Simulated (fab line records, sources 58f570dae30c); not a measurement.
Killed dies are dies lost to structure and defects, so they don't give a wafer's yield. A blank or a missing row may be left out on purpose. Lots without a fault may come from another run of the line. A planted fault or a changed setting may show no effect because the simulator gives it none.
Which tool did it? | flow berkeley_cmos170 | 14 lots, 42 wafers sampled, at 6 steps of a route of 331

WHAT THE GAUGES READ, wafer by wafer
UCB170_PLDD_OVL_MEAS_07.
lot  | measured     | on         | PLDD_OVL (nm)
L820 | day 7 18:35  | overlay-02 | -3 7 -1
L825 | day 8 03:55  | overlay-02 | 0 -8 0
L822 | day 8 04:14  | overlay-02 | 2 2 -2
L823 | day 8 04:48  | overlay-02 | -8 1 -5
L824 | day 8 05:10  | overlay-02 | -12 -6 -4
L828 | day 8 15:22  | overlay-02 | -3 2 -6
L827 | day 8 16:33  | overlay-02 | -3 -4 -12
L829 | day 9 11:43  | overlay-02 | -5 -6 1
L833 | day 10 02:32 | overlay-02 | -3 2 1
L831 | day 10 02:47 | overlay-01 | -2 -12 -9
L832 | day 10 03:02 | overlay-02 | -12 -4 -12
L835 | day 10 15:13 | overlay-01 | 3 -1 1
L842 | day 12 01:11 | overlay-01 | 1 -10 -7
L843 | day 12 04:28 | overlay-02 | -4 -5 -4

UCB170_SILICIDE_RS_MEAS_02: measures by four-point-probe.
lot  | measured     | on            | SILICIDE_TI_RS (ohm/sq)
L820 | day 8 10:34  | film_metro-01 | 25.9 26.0 26.0
L825 | day 8 20:51  | film_metro-01 | 26.4 26.2 25.8
L822 | day 8 20:20  | film_metro-01 | 26.4 26.7 26.3
L823 | day 8 20:52  | film_metro-03 | 25.2 25.6 25.7
L824 | day 8 21:25  | film_metro-02 | 26.0 25.8 25.8
L828 | day 9 10:14  | film_metro-03 | 25.9 25.7 26.1
L827 | day 9 09:11  | film_metro-02 | 25.9 26.1 26.0
L829 | day 10 03:25 | film_metro-03 | 26.4 26.0 26.0
L833 | day 10 20:50 | film_metro-03 | 26.3 25.8 26.2
L831 | day 10 20:11 | film_metro-02 | 26.4 26.4 26.8
L832 | day 10 20:25 | film_metro-03 | 26.3 26.7 26.6
L835 | day 11 06:31 | film_metro-01 | 26.1 26.3 26.2
L842 | day 12 18:49 | film_metro-03 | 60.4 60.5 60.4
L843 | day 12 19:18 | film_metro-02 | 56.4 56.8 56.4

UCB170_SILICIDE_THK_MEAS_03: measures by xrf.
lot  | measured     | on            | SILICIDE_TI_THK (nm)
L820 | day 8 10:41  | film_metro-01 | 30.4 30.3 30.2
L825 | day 8 20:58  | film_metro-01 | 30.1 30.2 30.3
L822 | day 8 20:27  | film_metro-01 | 29.9 29.5 30.1
L823 | day 8 20:59  | film_metro-03 | 30.7 30.2 30.3
L824 | day 8 21:31  | film_metro-02 | 30.4 30.6 30.7
L828 | day 9 10:21  | film_metro-03 | 30.3 30.6 30.2
L827 | day 9 09:19  | film_metro-02 | 30.4 30.3 30.4
L829 | day 10 03:31 | film_metro-03 | 29.7 29.9 30.0
L833 | day 10 20:57 | film_metro-03 | 29.8 30.2 29.9
L831 | day 10 20:19 | film_metro-02 | 29.7 30.0 29.5
L832 | day 10 20:31 | film_metro-03 | 29.5 29.2 29.3
L835 | day 11 06:38 | film_metro-01 | 30.3 29.9 30.2
L842 | day 12 18:56 | film_metro-03 | 14.9 15.0 15.0
L843 | day 12 19:25 | film_metro-02 | 15.9 15.8 16.0

WHICH TOOL RAN EACH LOT (tool, then ch and the chambers of the sampled wafers, then the start)
lot  | UCB170_PLDD_STRIP_10                 | UCB170_NLDD_STRIP_10                 | UCB170_SILICIDE_SPUTTER_01
L820 | plasma_asher-03 ch 0,1, day 7 18:55  | plasma_asher-02 ch 0,1, day 7 21:16  | pvd_sputter-03, day 8 10:31
L825 | plasma_asher-01 ch 0,1, day 8 04:16  | plasma_asher-03 ch 0,1, day 8 06:22  | pvd_sputter-03, day 8 20:49
L822 | plasma_asher-03 ch 0,1, day 8 04:34  | plasma_asher-03 ch 0, day 8 06:59    | pvd_sputter-02, day 8 20:18
L823 | plasma_asher-04 ch 0,1, day 8 05:08  | plasma_asher-03 ch 1, day 8 07:49    | pvd_sputter-04, day 8 20:49
L824 | plasma_asher-03 ch 1, day 8 05:29    | plasma_asher-02 ch 0,1, day 8 08:05  | pvd_sputter-02, day 8 21:22
L828 | plasma_asher-04 ch 0,1, day 8 15:43  | plasma_asher-02 ch 0,1, day 8 19:22  | pvd_sputter-03, day 9 10:12
L827 | plasma_asher-03 ch 0,1, day 8 16:53  | plasma_asher-01 ch 0,1, day 8 19:29  | pvd_sputter-04, day 9 09:10
L829 | plasma_asher-01 ch 0,1, day 9 12:02  | plasma_asher-01 ch 0,1, day 9 14:58  | pvd_sputter-02, day 10 03:20
L833 | plasma_asher-01 ch 0,1, day 10 02:52 | plasma_asher-02 ch 0,1, day 10 04:55 | pvd_sputter-02, day 10 20:48
L831 | plasma_asher-04 ch 0,1, day 10 03:07 | plasma_asher-01 ch 0,1, day 10 05:05 | pvd_sputter-02, day 10 20:10
L832 | plasma_asher-01 ch 0,1, day 10 03:22 | plasma_asher-03 ch 0,1, day 10 05:11 | pvd_sputter-03, day 10 20:22
L835 | plasma_asher-01 ch 0,1, day 10 15:33 | plasma_asher-03 ch 0,1, day 10 18:41 | pvd_sputter-02, day 11 06:29
L842 | plasma_asher-04 ch 0,1, day 12 01:31 | plasma_asher-01 ch 0,1, day 12 04:32 | pvd_sputter-02, day 12 18:46
L843 | plasma_asher-04 ch 0, day 12 04:48   | plasma_asher-01 ch 0,1, day 12 06:59 | pvd_sputter-02, day 12 19:15
- UCB170_PLDD_STRIP_10: strips in O2.
- UCB170_NLDD_STRIP_10: strips in O2.
- UCB170_SILICIDE_SPUTTER_01: material Ti, target thk 30 nm, time 25 s.

WHAT THE TOOLS THEMSELVES READ (means of the sampled wafers that have a number; where no wafer has one, the mark that the record gives instead)
UCB170_PLDD_STRIP_10.
lot  | tool            | drypump_motor_current_A (A) | oes_product_au (a.u.) | strip_time_to_endpoint_s (s)
L820 | plasma_asher-03 | 5.69                        | 0.735                 | 21.65
L825 | plasma_asher-01 | 5.46                        | 0.739                 | 21.49
L822 | plasma_asher-03 | 5.72                        | 0.735                 | 21.60
L823 | plasma_asher-04 | 5.11                        | 0.732                 | 21.50
L824 | plasma_asher-03 | 5.81                        | 0.736                 | 21.59
L828 | plasma_asher-04 | 5.26                        | 0.735                 | 21.55
L827 | plasma_asher-03 | 5.67                        | 0.734                 | 21.68
L829 | plasma_asher-01 | 5.45                        | 0.737                 | 21.60
L833 | plasma_asher-01 | 5.30                        | 0.733                 | 21.51
L831 | plasma_asher-04 | 5.25                        | 0.736                 | 21.57
L832 | plasma_asher-01 | 5.32                        | 0.735                 | 21.60
L835 | plasma_asher-01 | 5.45                        | 0.730                 | 21.54
L842 | plasma_asher-04 | 5.24                        | 0.733                 | 21.58
L843 | plasma_asher-04 | 5.36                        | 0.740                 | 21.73

UCB170_NLDD_STRIP_10.
lot  | tool            | drypump_motor_current_A (A) | oes_product_au (a.u.) | strip_time_to_endpoint_s (s)
L820 | plasma_asher-02 | 5.8                         | 0.732                 | 21.64
L825 | plasma_asher-03 | 5.7                         | 0.734                 | 21.58
L822 | plasma_asher-03 | 5.6                         | 0.734                 | 21.58
L823 | plasma_asher-03 | 5.8                         | 0.732                 | 21.63
L824 | plasma_asher-02 | 5.8                         | 0.738                 | 21.54
L828 | plasma_asher-02 | 5.9                         | 0.735                 | 21.64
L827 | plasma_asher-01 | 5.3                         | 0.735                 | 21.66
L829 | plasma_asher-01 | 5.5                         | 0.731                 | 21.61
L833 | plasma_asher-02 | 5.8                         | 0.736                 | 21.61
L831 | plasma_asher-01 | 5.5                         | 0.734                 | 21.63
L832 | plasma_asher-03 | 5.7                         | 0.730                 | 21.63
L835 | plasma_asher-03 | 5.7                         | 0.730                 | 21.43
L842 | plasma_asher-01 | 5.3                         | 0.735                 | 21.68
L843 | plasma_asher-01 | 5.3                         | 0.733                 | 21.62

UCB170_SILICIDE_SPUTTER_01.
lot  | tool           | throttle_valve_pct (%)
L820 | pvd_sputter-03 | 29.0
L825 | pvd_sputter-03 | 29.3
L822 | pvd_sputter-02 | 31.0
L823 | pvd_sputter-04 | 29.7
L824 | pvd_sputter-02 | 30.7
L828 | pvd_sputter-03 | 29.3
L827 | pvd_sputter-04 | 29.3
L829 | pvd_sputter-02 | 30.5
L833 | pvd_sputter-02 | 31.4
L831 | pvd_sputter-02 | 30.9
L832 | pvd_sputter-03 | 29.8
L835 | pvd_sputter-02 | 30.9
L842 | pvd_sputter-02 | 30.9
L843 | pvd_sputter-02 | 30.5

THE ANSWER, worked out from the rows above alone
Rule: what is usual is taken from the lots themselves. Put in order of their means at a reading, lots are off if they are a third of the lots or fewer, leave a main group of 4 or more, and stand apart from it by a gap of 3 or more times the standard deviation of the main group's means; of several such gaps the widest counts. A main group whose means are all the same, to the digits that the tables above print for the reading, isn't used. A lot without any number at a reading at which 4 lots or more have one is off too. The other lots that the step has rows for count as sound. The gauges are gone through in route order, then the tools' own readings, and for those a lot's mean is taken as printed above. The first step at which some lot is off is used, and at that step the reading that is off furthest; a lot without a number counts as furthest.
Off: L842, L843, at UCB170_SILICIDE_RS_MEAS_02 (SILICIDE_TI_RS). The main group: mean 26.1 ohm/sq, standard deviation 0.29.
A tool fits if, at a process step before that reading, it ran every lot that is off, and no sound lot after the first of them. The gauges at UCB170_SILICIDE_RS_MEAS_02 are tried like those tools. Can't be told from this: 3 tools fit, plasma_asher-04 at UCB170_PLDD_STRIP_10, plasma_asher-01 at UCB170_NLDD_STRIP_10, pvd_sputter-02 at UCB170_SILICIDE_SPUTTER_01.

WHAT THE SIMULATOR HAD PUT IN
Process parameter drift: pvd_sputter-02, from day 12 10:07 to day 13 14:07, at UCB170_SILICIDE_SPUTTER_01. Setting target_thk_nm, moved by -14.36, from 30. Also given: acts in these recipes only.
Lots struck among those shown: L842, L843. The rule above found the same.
